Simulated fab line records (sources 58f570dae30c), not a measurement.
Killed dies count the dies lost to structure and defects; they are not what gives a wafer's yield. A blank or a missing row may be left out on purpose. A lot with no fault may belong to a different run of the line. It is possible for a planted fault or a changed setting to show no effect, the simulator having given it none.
Matching of chambers || flow berkeley_cmos170 || 3 sister chambers for UCB170_CONTACT_ETCH_18 on rie_diel-01
The step etches PSG in CHF3/CF4/Ar, stops on TiSi2, target depth 840 nm, time 195 s. 3 wafers are shown with their chamber, then 5 later ones without.

## WAFERS WITH THEIR CHAMBER
{"wafer": "L308.5", "chamber": 3, "throttle_valve_pct (%)": 7.08}
{"wafer": "L314.2", "chamber": 1, "throttle_valve_pct (%)": 6.96}
{"wafer": "L314.3", "chamber": 2, "throttle_valve_pct (%)": 6.93}

## WAFERS MISSING THEIR CHAMBER
{"wafer": "L314.5", "throttle_valve_pct (%)": 6.92}
{"wafer": "L323.1", "throttle_valve_pct (%)": 6.92}
{"wafer": "L323.3", "throttle_valve_pct (%)": 6.96}
{"wafer": "L323.5", "throttle_valve_pct (%)": 6.95}
{"wafer": "L325.3", "throttle_valve_pct (%)": 6.91}

## CHAMBER TAKEN BY EACH
{"wafer": "L314.5", "from the rows above": 2, "in truth": 2}
{"wafer": "L323.1", "from the rows above": 2, "in truth": 2}
{"wafer": "L323.3", "from the rows above": 1, "in truth": 1}
{"wafer": "L323.5", "from the rows above": "can't be placed: 1 or 2", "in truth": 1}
{"wafer": "L325.3", "from the rows above": 2, "in truth": 2}
Placed correctly: 4 of 5. These rows do not allow placing 1 (true chamber among the candidates in 1). 0 placed wrongly.
How it was worked out, from the rows above alone: a wafer's distance from a chamber is the root of the sum, over the readings, of the square of ((its reading less the chamber's mean) divided by the reading's scatter). If the next closest chamber is less than 2 further off than the closest, the wafer can't be placed; otherwise it belongs to the closest. A chamber's mean is the mean of its shown wafers. The scatter: root of mean squared gap, hidden wafer to nearest shown wafer, with one shown wafer a chamber.
